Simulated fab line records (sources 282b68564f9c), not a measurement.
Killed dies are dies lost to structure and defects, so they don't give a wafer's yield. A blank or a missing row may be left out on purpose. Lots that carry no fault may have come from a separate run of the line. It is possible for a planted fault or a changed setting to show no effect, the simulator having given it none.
fab line records | flow ritCmos
[record] lots = 5 wafers = 15 lastDay = 7
route steps=202 shown PLDD@122 SPACER@125 NSD@131 PSD@142 SDANNEAL@153
lots with no fault: from the same line, run without faults
startH: hours from the record's first day to the start of the lot's first wafer shown | waitH: hours since the lot's step before | " repeats the value in the row above | L1.1+2: a row that stands for several wafers | - no value, or no start given | * or withheld: withheld | < > ~ a bound
route shown NAME@n: NAME is a module with steps in the file, n the number in the route of the first one | usual: mean/standard deviation taken from wafers without a fault | same: alike in all rows | chamber/n: place in a boat | sites: readings site by site | _std_site: standard deviation across them | _edge_site: the outer-site mean with the inner-site mean subtracted | radiusMm: for every site, how far away it sits from the centre of the wafer | mask NAME#n: copy n | behind: the last tool/chamber to shape the wafer | hold: what put the lot on hold/how long, in hours/how the hold closed | device: which transistor (n, p or np) failed to switch | end of line: tests run on the same wafers once the route is complete | a step without rows: its recipe alone | killed: count of dies lost to structure and defects at first sort (not the wafer's yield) | map: a wafer's dies, marking killed ones x, the rest . and places with no die _
set.NAME: the setting the step ran with; set.NAME@STEP: the setting that earlier step ran with | model.NAME: the simulator's own value behind a step, which no gauge read
certain route steps with their lots: each step a table, each wafer a row
services: from which hour (startH, from the record's first day; less than 0 if before it) a tool's chamber was out of use, for how many hours, and why
[[steps]]
[step RIT_PLDD_IMPLANT_08]
[recipe] species = BF2 energyKev = 20 doseCm2 = 9e+14 tiltDeg = 7
[step RIT_PLDD_STRIP_09]
[recipe] chemistry = O2 timeS = 180 resist = NOVOLAK platenTempC = withheld powerW = 500 pressureMtorr = 4000 o2FlowSccm = 4000
[usual] drypumpMotorCurrentA = 5.4/0.46
// columns lot.wafer tool chamber startH waitH drypumpMotorCurrentA rfHoursCounterH
L630.2 plasmaAsher-01 0 60.02 0.1 4.8 27
L630.3 " 1 " " 5.9 -
L630.5 " 0 " " 4.8 -
L633.2 plasmaAsher-03 0 75.09 0.1 4.8 44
L633.4 " 0 " " 4.8 -
L633.6 " 1 " " 5.7 -
L634.1 plasmaAsher-03 1 79.12 0.1 5.7 44
L634.3 " 0 " " 4.8 -
L634.4 " 1 " " 5.7 -
L639.1 plasmaAsher-03 1 104.22 0.1 5.7 47
L639.3 " 0 " " 4.8 -
L639.4 " 1 " " 5.7 -
L647.1 plasmaAsher-04 0 142.66 0.1 5.8 3
L647.4 " 0 " " 5.8 -
L647.6 " 1 " " 5.5 -
[step RIT_PLDD_TW_MEAS_10]
[usual] PLDD_TW = 2335/22
// columns lot.wafer tool chamber startH waitH PLDD_TW
L630.2 filmMetro-01 - 60.21 0.1 2358
L630.3 " - " " 2346
L630.5 " - " " 2346
L633.2 filmMetro-02 - 75.27 0.1 2319
L633.4 " - " " 2305
L633.6 " - " " 2309
L634.1 filmMetro-02 - 79.30 0.1 2312
L634.3 " - " " 2316
L634.4 " - " " 2311
L639.1 filmMetro-01 - 104.39 0.1 2362
L639.3 " - " " 2363
L639.4 " - " " 2367
L647.1 filmMetro-01 - 142.84 0.1 2338
L647.4 " - " " 2351
L647.6 " - " " 2349
[step RIT_SPACER_CLEAN_00]
[recipe] chemistry = SC1 mix = 3:3:50 timeS = 574.3 tempC = 75
[step RIT_SPACER_CLEAN_01]
[recipe] chemistry = dHF dilution = 50:1 timeS = 30
[step RIT_SPACER_CLEAN_02]
[recipe] chemistry = SC2 mix = 3:3:50 timeS = 600 tempC = 75 dry = n2Spin
[step RIT_SPACER_CVD_03]
[recipe] material = Si3N4 targetThkNm = 250 tempC = 810 precursor = SiH2Cl2/NH3 timeS = 3300 pressureMtorr = 300 sih2cl2FlowSccm = 60 nh3FlowSccm = 150
[step RIT_SPACER_THK_MEAS_04]
[recipe] reads = Si3N4_of_SPACER_CVD_03
[usual] SPACER_NITRIDE_THK = 249.6/2.9
// columns lot.wafer tool chamber startH waitH SPACER_NITRIDE_THK[nm]
L630.2 filmMetro-01 - 62.55 0.0 247.0
L630.3 " - " " 249.1
L630.5 " - " " 247.0
L633.2 filmMetro-02 - 77.61 0.0 256.0
L633.4 " - " " 254.6
L633.6 " - " " 255.1
L634.1 filmMetro-01 - 81.64 0.0 248.4
L634.3 " - " " 249.7
L634.4 " - " " 249.4
L639.1 filmMetro-02 - 108.72 0.0 252.3
L639.3 " - " " 250.9
L639.4 " - " " 251.8
L647.1 filmMetro-01 - 145.18 0.0 249.2
L647.4 " - " " 249.8
L647.6 " - " " 248.1
[step RIT_SPACER_ETCHBACK_05]
[recipe] targetDepthA = 2500 SF6_flow_sccm = 30 CHF3_flow_sccm = 30 target = Si3N4 chemistry = SF6/CHF3 pressureMtorr = 40 rfW = 242 timeS = 240 stopOn = SiO2
[usual] drypumpMotorCurrentA = 5.8/0.4 oesProductAu = 0.842/0.015 throttleValvePct = 10.24/0.13
// columns lot.wafer tool chamber startH waitH drypumpMotorCurrentA oesProductAu rfHoursCounterH throttleValvePct
L630.2 rieDiel-03 1 62.60 0.0 6.1 0.815 160 10.44
L630.3 " 0 " " 6.2 0.860 22 10.28
L630.5 " 3 " " 6.5 0.818 - 10.07
L633.2 rieDiel-01 3 77.66 0.0 5.7 0.857 14 10.09
L633.4 " 2 " " 5.1 0.830 122 10.26
L633.6 " 0 " " 5.5 0.873 - 10.40
L634.1 rieDiel-03 0 81.70 0.1 6.1 0.844 22 10.28
L634.3 " 2 " " 6.0 0.864 57 10.41
L634.4 " 3 " " 6.4 0.826 36 10.07
L639.1 rieDiel-03 2 108.78 0.1 6.1 0.856 57 10.42
L639.3 " 3 " " 6.4 0.835 37 10.09
L639.4 " 0 " " 6.2 0.857 - 10.30
L647.1 rieDiel-04 1 145.24 0.1 5.7 0.852 0 10.12
L647.4 " 0 " " 6.1 0.826 0 10.13
L647.6 " 2 " " 5.4 0.847 - 10.24
[step RIT_NSD_HMDS_00]
[recipe] primeTimeS = 60 primeTempC = 140
[step RIT_NSD_COAT_01]
[recipe] resist = NOVOLAK spinRpm = 3250 resistThkNm = 1000
[step RIT_NSD_SOFTBAKE_02]
[recipe] resist = NOVOLAK tempC = 90 timeS = 60
[step RIT_NSD_EXPOSE_03]
[recipe] maskId = M9 na = 0.57 targetCdNm = 40700 doseMj = 250
// columns lot.wafer tool chamber startH waitH mask
L630.2+3+5 ilineStepper-01 0 63.39 0.3 M9#0
L633.2+4+6 ilineStepper-01 0 78.28 0.1 M9#0
L634.1+3+4 ilineStepper-01 0 82.30 0.1 M10#0
L639.1+3+4 ilineStepper-02 0 109.51 0.2 M9#0
L647.1+4+6 ilineStepper-01 0 145.84 0.1 M9#0
[step RIT_NSD_PEB_04]
[recipe] resist = NOVOLAK tempC = withheld timeS = withheld
[step RIT_NSD_DEVELOP_05]
[recipe] resist = NOVOLAK developTimeS = 50 devTempC = 23
[step RIT_NSD_OVL_MEAS_06]
[usual] NSD_OVL = 0.1/1.3
// columns lot.wafer tool chamber startH waitH NSD_OVL[nm]
L630.2 overlay-02 - 63.77 - 0.0
L630.3 " - " " 0.3
L630.5 " - " " 1.6
L633.2 overlay-01 - 78.67 - 0.0
L633.4 " - " " 0.2
L633.6 " - " " -0.4
L634.1 overlay-01 - 82.70 - -
L634.3 " - " " -
L634.4 " - " " -
L639.1 overlay-01 - 109.91 - 0.4
L639.3 " - " " 2.1
L639.4 " - " " 2.0
L647.1 overlay-02 - 146.24 - -1.1
L647.4 " - " " -1.7
L647.6 " - " " -0.1
[step RIT_NSD_HARDBAKE_07]
[recipe] resist = NOVOLAK tempC = 140 timeS = 60
[step RIT_NSD_IMPLANT_08]
[recipe] species = P energyKev = 25 doseCm2 = 1e+15 tiltDeg = 7
[step RIT_NSD_STRIP_09]
[recipe] chemistry = O2 timeS = 180 resist = NOVOLAK platenTempC = withheld powerW = 500 pressureMtorr = 4000 o2FlowSccm = 4000
[usual] drypumpMotorCurrentA = 5.5/0.4
// columns lot.wafer tool chamber startH waitH drypumpMotorCurrentA rfHoursCounterH
L630.2 plasmaAsher-01 1 64.10 0.1 5.9 27
L630.3 " 1 " " 5.9 -
L630.5 " 1 " " 5.9 -
L633.2 plasmaAsher-04 0 79.00 0.1 5.8 45
L633.4 " 1 " " 5.5 -
L633.6 " 0 " " 5.8 -
L634.1 plasmaAsher-04 1 83.04 0.1 5.5 45
L634.3 " 1 " " 5.5 -
L634.4 " 0 " " 5.8 -
L639.1 plasmaAsher-01 0 110.24 0.1 4.8 31
L639.3 " 0 " " 4.8 -
L639.4 " 1 " " 5.9 -
L647.1 plasmaAsher-01 1 146.58 0.1 5.8 35
L647.4 " 1 " " 5.9 -
L647.6 " 0 " " 4.8 -
[step RIT_NSD_TW_MEAS_10]
[usual] NSD_TW = 3102/30
// columns lot.wafer tool chamber startH waitH NSD_TW
L630.2 filmMetro-01 - 64.29 0.1 3117
L630.3 " - " " 3117
L630.5 " - " " 3133
L633.2 filmMetro-01 - 79.19 0.1 3143
L633.4 " - " " 3144
L633.6 " - " " 3162
L634.1 filmMetro-01 - 83.21 0.1 30
L634.3 " - " " 30
L634.4 " - " " 30
L639.1 filmMetro-01 - 110.42 0.1 3128
L639.3 " - " " 3141
L639.4 " - " " 3139
L647.1 filmMetro-02 - 146.75 0.1 3083
L647.4 " - " " 3089
L647.6 " - " " 3063
[step RIT_PSD_HMDS_00]
[recipe] primeTimeS = 60 primeTempC = 140
[step RIT_PSD_COAT_01]
[recipe] resist = NOVOLAK spinRpm = 3250 resistThkNm = 1000
[step RIT_PSD_SOFTBAKE_02]
[recipe] resist = NOVOLAK tempC = 90 timeS = 60
[step RIT_PSD_EXPOSE_03]
[recipe] maskId = M10 na = 0.57 targetCdNm = 40900 doseMj = 250
[step RIT_PSD_PEB_04]
[recipe] resist = NOVOLAK tempC = withheld timeS = withheld
[step RIT_PSD_DEVELOP_05]
[recipe] resist = NOVOLAK developTimeS = 50 devTempC = 23
[step RIT_PSD_OVL_MEAS_06]
[usual] PSD_OVL = -0.2/1.4
// columns lot.wafer tool chamber startH waitH PSD_OVL[nm]
L630.2 overlay-02 - 65.19 - -0.8
L630.3 " - " " 0.0
L630.5 " - " " -0.4
L633.2 overlay-02 - 80.09 - 0.4
L633.4 " - " " -0.7
L633.6 " - " " -1.8
L634.1 overlay-02 - 84.25 - -2.7
L634.3 " - " " -1.4
L634.4 " - " " -2.9
L639.1 overlay-02 - 111.45 - 1.8
L639.3 " - " " 0.4
L639.4 " - " " 0.8
L647.1 overlay-01 - 147.79 - 3.1
L647.4 " - " " 2.0
L647.6 " - " " 0.5
[step RIT_PSD_HARDBAKE_07]
[recipe] resist = NOVOLAK tempC = 140 timeS = 60
[step RIT_PSD_IMPLANT_08]
[recipe] species = BF2 energyKev = 27 doseCm2 = 5e+15 tiltDeg = 7
[step RIT_PSD_STRIP_09]
[recipe] chemistry = O2 timeS = 180 resist = NOVOLAK platenTempC = withheld powerW = 500 pressureMtorr = 4000 o2FlowSccm = 4000
[usual] drypumpMotorCurrentA = 5.4/0.44
// columns lot.wafer tool chamber startH waitH drypumpMotorCurrentA rfHoursCounterH
L630.2 plasmaAsher-03 1 65.52 0.1 5.7 43
L630.3 " 1 " " 5.7 -
L630.5 " 1 " " 5.7 -
L633.2 plasmaAsher-02 1 80.42 0.1 5.8 45
L633.4 " 0 " " 5.3 -
L633.6 " 0 " " 5.3 -
L634.1 plasmaAsher-02 0 84.59 0.1 5.3 45
L634.3 " 1 " " 5.7 -
L634.4 " 0 " " 5.3 -
L639.1 plasmaAsher-01 0 111.79 0.1 4.8 31
L639.3 " 0 " " 4.8 -
L639.4 " 1 " " 5.8 -
L647.1 plasmaAsher-01 0 148.12 0.1 4.8 35
L647.4 " 0 " " 4.8 -
L647.6 " 0 " " 4.8 -
[step RIT_PSD_TW_MEAS_10]
[usual] PSD_TW = 3397/28
// columns lot.wafer tool chamber startH waitH PSD_TW
L630.2 filmMetro-02 - 65.71 0.1 3387
L630.3 " - " " 3389
L630.5 " - " " 3395
L633.2 filmMetro-01 - 80.61 0.1 3461
L633.4 " - " " 3474
L633.6 " - " " 3449
L634.1 filmMetro-03 - 84.76 0.1 3613
L634.3 " - " " 3601
L634.4 " - " " 3607
L639.1 filmMetro-03 - 111.97 0.1 3374
L639.3 " - " " 3372
L639.4 " - " " 3384
L647.1 filmMetro-02 - 148.30 0.1 3380
L647.4 " - " " 3387
L647.6 " - " " 3389
[step RIT_SDANNEAL_CLEAN_00]
[recipe] chemistry = SC1 mix = 3:3:50 timeS = 572.4 tempC = 75
[[services]]
// columns tool chamber startH hours kind
plasmaAsher-04 - 54.47 2.2 repair
rieDiel-03 0 64.49 8.8 repair
plasmaAsher-01 - 70.32 15.6 pm
rieDiel-03 1 70.39 5.8 repair
ilineStepper-01 - 92.55 2.1 pm
ilineStepper-01 - 94.64 - consumableReplace:lamp
ilineStepper-01 - 95.12 1.7 pm
ilineStepper-01 0 95.21 - calibration
rieDiel-03 3 98.50 4.9 repair
rieDiel-03 1 103.35 - clean
rieDiel-03 1 103.35 17.5 scheduledDown
rieDiel-03 1 103.35 17.5 ventCycle
rieDiel-01 - 103.56 0.9 repair
rieDiel-04 1 105.26 - clean
rieDiel-04 1 105.26 22.6 scheduledDown
rieDiel-04 1 105.26 22.6 ventCycle
plasmaAsher-04 - 108.75 9.0 pm
plasmaAsher-04 0 108.75 9.0 ventCycle
plasmaAsher-04 1 108.75 9.0 ventCycle
rieDiel-04 3 112.37 7.4 repair
plasmaAsher-04 0 117.75 - clean
plasmaAsher-04 1 117.75 - clean
plasmaAsher-02 - 122.05 2.1 repair
ilineStepper-02 - 134.84 8.9 pm
[[key]]
[firstSign] step = RIT_NSD_EXPOSE_03 reading = mask direction = changed
[effect] step = RIT_NSD_OVL_MEAS_06 reading = NSD_OVL direction = missing
[effect] step = RIT_NSD_TW_MEAS_10 reading = NSD_TW direction = down sigmas = 99+ usual = 3102 struck = 30
[effect] step = RIT_PSD_TW_MEAS_10 reading = PSD_TW direction = up sigmas = 7.5 usual = 3397 struck = 3607
metAt RIT_NSD_EXPOSE_03
struckWafers L634.1,L634.3,L634.4
sortLeftOut L634.1,L634.3,L634.4
testerLeftOut L634
onsetBetween 78.28 82.30
[fault] kind = wrongMask tool = any chamber = - onsetH = 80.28 steps = RIT_NSD_EXPOSE_03 auxCopy = M10#0 scope = struckLotsOnly
// testerLeftOut: of these lots the tester's yield and bins aren't shown, on N5 and GAA mostly nor the transistor test; their killed dies are dies lost to structure and defects alone, not to doping, threshold or leakage, so they don't give the yield
// sortLeftOut: the simulated sort isn't trusted on such a fault, so these wafers' sort isn't shown, and their yield isn't known
